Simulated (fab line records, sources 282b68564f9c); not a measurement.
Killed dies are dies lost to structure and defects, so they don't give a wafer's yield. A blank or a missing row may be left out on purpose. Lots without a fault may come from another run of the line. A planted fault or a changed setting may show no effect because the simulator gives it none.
Which tool did it? | flow rit_cmos | 14 lots, 42 wafers sampled, at 2 steps of a route of 202

WHAT THE GAUGES READ, wafer by wafer
RIT_GATE_THK_MEAS_07.
lot  | measured    | on            | GATE_OXIDE_THK (nm)
L455 | day 2 15:51 | film_metro-03 | 3.05 3.15 3.02
L456 | day 2 18:18 | film_metro-02 | 3.07 3.06 3.04
L457 | day 3 04:46 | film_metro-02 | 2.99 3.05 2.99
L458 | day 3 05:24 | film_metro-02 | 2.99 3.06 3.01
L459 | day 3 10:43 | film_metro-01 | 3.06 3.08 3.03
L460 | day 3 16:44 | film_metro-02 | 3.00 3.07 3.06
L461 | day 3 16:44 | film_metro-03 | 3.01 3.03 3.01
L463 | day 4 01:41 | film_metro-01 | 3.03 2.96 3.08
L470 | day 5 13:52 | film_metro-03 | 3.07 3.06 3.11
L472 | day 6 00:07 | film_metro-01 | 3.07 3.13 3.14
L473 | day 6 04:16 | film_metro-01 | 3.12 3.08 3.12
L474 | day 6 09:45 | film_metro-03 | 3.15 3.07 3.05
L476 | day 6 20:23 | film_metro-01 | 3.04 3.01 2.98
L477 | day 7 04:49 | film_metro-01 | 3.08 3.09 3.09

WHICH TOOL RAN EACH LOT (tool, then ch and the chambers of the sampled wafers, then the start)
lot  | RIT_PRETRO_SOFTBAKE_02
L455 | litho_track-04 ch 0, day 2 08:26
L456 | litho_track-04 ch 0, day 2 12:13
L457 | litho_track-04 ch 0, day 3 01:05
L458 | litho_track-03 ch 0, day 3 01:43
L459 | litho_track-01 ch 0, day 3 06:46
L460 | litho_track-01 ch 0, day 3 13:01
L461 | litho_track-03 ch 0, day 3 13:25
L463 | litho_track-03 ch 0, day 3 22:38
L470 | litho_track-01 ch 0, day 5 10:51
L472 | litho_track-01 ch 0, day 5 20:20
L473 | litho_track-04 ch 0, day 6 01:02
L474 | litho_track-04 ch 0, day 6 06:20
L476 | litho_track-03 ch 0, day 6 17:11
L477 | litho_track-04 ch 0, day 7 01:43
- RIT_PRETRO_SOFTBAKE_02: time 60 s.

WHAT THE TOOLS THEMSELVES READ (means of the sampled wafers that have a number; where no wafer has one, the mark that the record gives instead)
RIT_PRETRO_SOFTBAKE_02.
lot  | tool           | heater_power_total_W (W) | run_length_s (s)
L455 | litho_track-04 | 34.61                    | 88.79
L456 | litho_track-04 | 34.53                    | 88.78
L457 | litho_track-04 | 34.59                    | 88.77
L458 | litho_track-03 | 34.60                    | 89.18
L459 | litho_track-01 | 34.60                    | 89.13
L460 | litho_track-01 | 34.61                    | 89.04
L461 | litho_track-03 | 34.52                    | 89.23
L463 | litho_track-03 | 34.56                    | 89.22
L470 | litho_track-01 | 35.03                    | 85.86
L472 | litho_track-01 | 35.08                    | 85.85
L473 | litho_track-04 | 34.54                    | 88.81
L474 | litho_track-04 | 34.53                    | 88.86
L476 | litho_track-03 | 34.57                    | 89.30
L477 | litho_track-04 | 34.50                    | 88.70

THE ANSWER, worked out from the rows above alone
Rule: what is usual is taken from the lots themselves. Put in order of their means at a reading, lots are off if they are a third of the lots or fewer, leave a main group of 4 or more, and stand apart from it by a gap of 3 or more times the standard deviation of the main group's means; of several such gaps the widest counts. A main group whose means are all the same, to the digits that the tables above print for the reading, isn't used. A lot without any number at a reading at which 4 lots or more have one is off too. The other lots that the step has rows for count as sound. The gauges are gone through in route order, then the tools' own readings, and for those a lot's mean is taken as printed above. The first step at which some lot is off is used, and at that step the reading that is off furthest; a lot without a number counts as furthest.
Off: L470, L472, at RIT_PRETRO_SOFTBAKE_02 (run_length_s). The main group: mean 88.98 s, standard deviation 0.21.
A tool fits if, at that step or a process step before it, it ran every lot that is off, and no sound lot after the first of them. One fits: litho_track-01 at RIT_PRETRO_SOFTBAKE_02. Its last sound lot is L460 (day 3 13:01), its first lot that is off L470 (day 5 10:51): a fault that began between those two fits.
The tool's own readings at RIT_PRETRO_SOFTBAKE_02 bear it out: on the lots that are off they differ by more than 5 times the standard deviation of the sound lots' means. heater_power_total_W reads 35.05 W there against 34.56 W on the sound lots; run_length_s reads 85.85 s there against 88.98 s on the sound lots.

WHAT THE SIMULATOR HAD PUT IN
Process parameter drift: litho_track-01, from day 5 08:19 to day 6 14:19, at RIT_PRETRO_SOFTBAKE_02. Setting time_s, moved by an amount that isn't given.
Lots struck among those shown: L470, L472. The rule above found the same.
